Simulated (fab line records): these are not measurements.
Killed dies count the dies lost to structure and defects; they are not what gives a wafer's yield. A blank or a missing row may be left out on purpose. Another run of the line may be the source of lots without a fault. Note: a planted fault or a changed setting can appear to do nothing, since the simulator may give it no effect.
Problem report in the 8D (eight disciplines) form, filled by code	flow berkeleyCmos170	the parts of the form that need people (team, actions taken, sign-off) are left out

== 1. THE PROBLEM ==
UCB170_M3_CD_MEAS_90, cdNm: mean 683.1 nm on 2 wafers (1 lot); fault-free wafers 700.1 nm, standard deviation 2.7. Measured from the usual mean, that is -6.3 standard deviations.
The step: target cd 700 nm.
The first sign was on wafer L395.1 at day 9 13:13, on cdSem-01. The record holds 39 wafers of 13 lots with a number at this step. The rule behind "out" and "out of limits": a value lying over 4 standard deviations away from the usual mean. The rest of the wafers with a number are treated as sound.

== 2. WHAT IT IS, WHAT IT ISN'T ==
question	is	is not
which readings at this step	cdNm	-
which lots	L395	L388, L389, L391, L392, L393, L394, L403, L404, L406, L407, L408, L409
which wafers of those lots	L395.1, L395.6	L395.2
read on which gauges	cdSem-01	cdSem-02
when	from day 9 13:13	up to then (19 sound wafers); but 18 sound wafers of L403, L404, L406, L407, L408, L409 came after

== 3. WHAT RULES OUT EACH SUSPECT ==
Counting: if a tool at a process step up to the reading ran every lot that is out, it stays a suspect. Sound lots after the first of them don't rule it out here, since some wafers of a struck lot are sound.
- the gauge at UCB170_M3_CD_MEAS_90: ruled out. All the wafers that are out were read on cdSem-01, but those of them that UCB170_M3_METAL_ETCH_18 has rows for are out there too, on other tools.
- rieMetal-01 at UCB170_M3_METAL_ETCH_18 (etches Al in Cl2/BCl3, stops on SiO2, target depth 1170 nm, time 195 s): kept. The lot that is out, L395, ran on it at day 9 12:55; the last sound lot it ran before that was L394, at day 9 11:23. On those wafers its own readings are out: rfFwdPowerW.
- plasmaAsher-04 at UCB170_M3_STRIP_19 (strips in O2): kept. The lot that is out, L395, ran on it at day 9 13:07; the last sound lot it ran before that was L393, at day 8 12:12. On those wafers its own readings are out: oesProductAu.
- At UCB170_M3_METAL_ETCH_18 on rieMetal-01, chamber 1 took the sound wafers of the same lots and chamber 0 took the wafers that are out.
Left after counting: rieMetal-01 at UCB170_M3_METAL_ETCH_18, plasmaAsher-04 at UCB170_M3_STRIP_19.

== 4. THE CAUSE (what the simulator had put in) ==
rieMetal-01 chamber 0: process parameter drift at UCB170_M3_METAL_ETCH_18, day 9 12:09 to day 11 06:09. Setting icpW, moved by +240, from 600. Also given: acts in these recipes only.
2 suspects survive the count, and this tool is in that group.

== 5. THE EFFECT CHAIN, in route order ==
Each row: a reading whose mean over the struck wafers that have a number lies more than 3 standard deviations from the usual. Only readings for which the record gives a usual standard deviation are gone through. hours: the time from each lot's start at the first step in this table that gives one to its start at this step, as a median over the lots. sigmas: the change in usual standard deviations.
hours	step	reading	usual	on struck wafers	change	sigmas
0	UCB170_M3_METAL_ETCH_18	rfFwdPowerW	597.8 W	838.5	+240.7	+99 or more
0	UCB170_M3_STRIP_19	oesProductAu	0.545 a.u.	0.309	-0.236	-27
0	UCB170_M3_CD_MEAS_90	cdNm	700.1 nm	683.1	-17.0	-6.3
It contains these process steps:
- UCB170_M3_METAL_ETCH_18: etches Al in Cl2/BCl3, stops on SiO2, target depth 1170 nm, time 195 s.
- UCB170_M3_STRIP_19: strips in O2.

== 6. HOW IT WOULD HAVE BEEN CAUGHT EARLIER ==
In this record the first reading out of limits at a measuring or inspecting step was taken at day 9 13:13, 1 hour after the fault began at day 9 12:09.
The tool's own readings at UCB170_M3_METAL_ETCH_18 were out on every struck wafer that the step has a row for (rfFwdPowerW): an alarm limit on them would have fired on the first of those.
The start of UCB170_M3_METAL_ETCH_18 on rieMetal-01 came by day 9 13:13 for every one of the lots that are out (1). Holding the tool at that point would not have protected any of them.
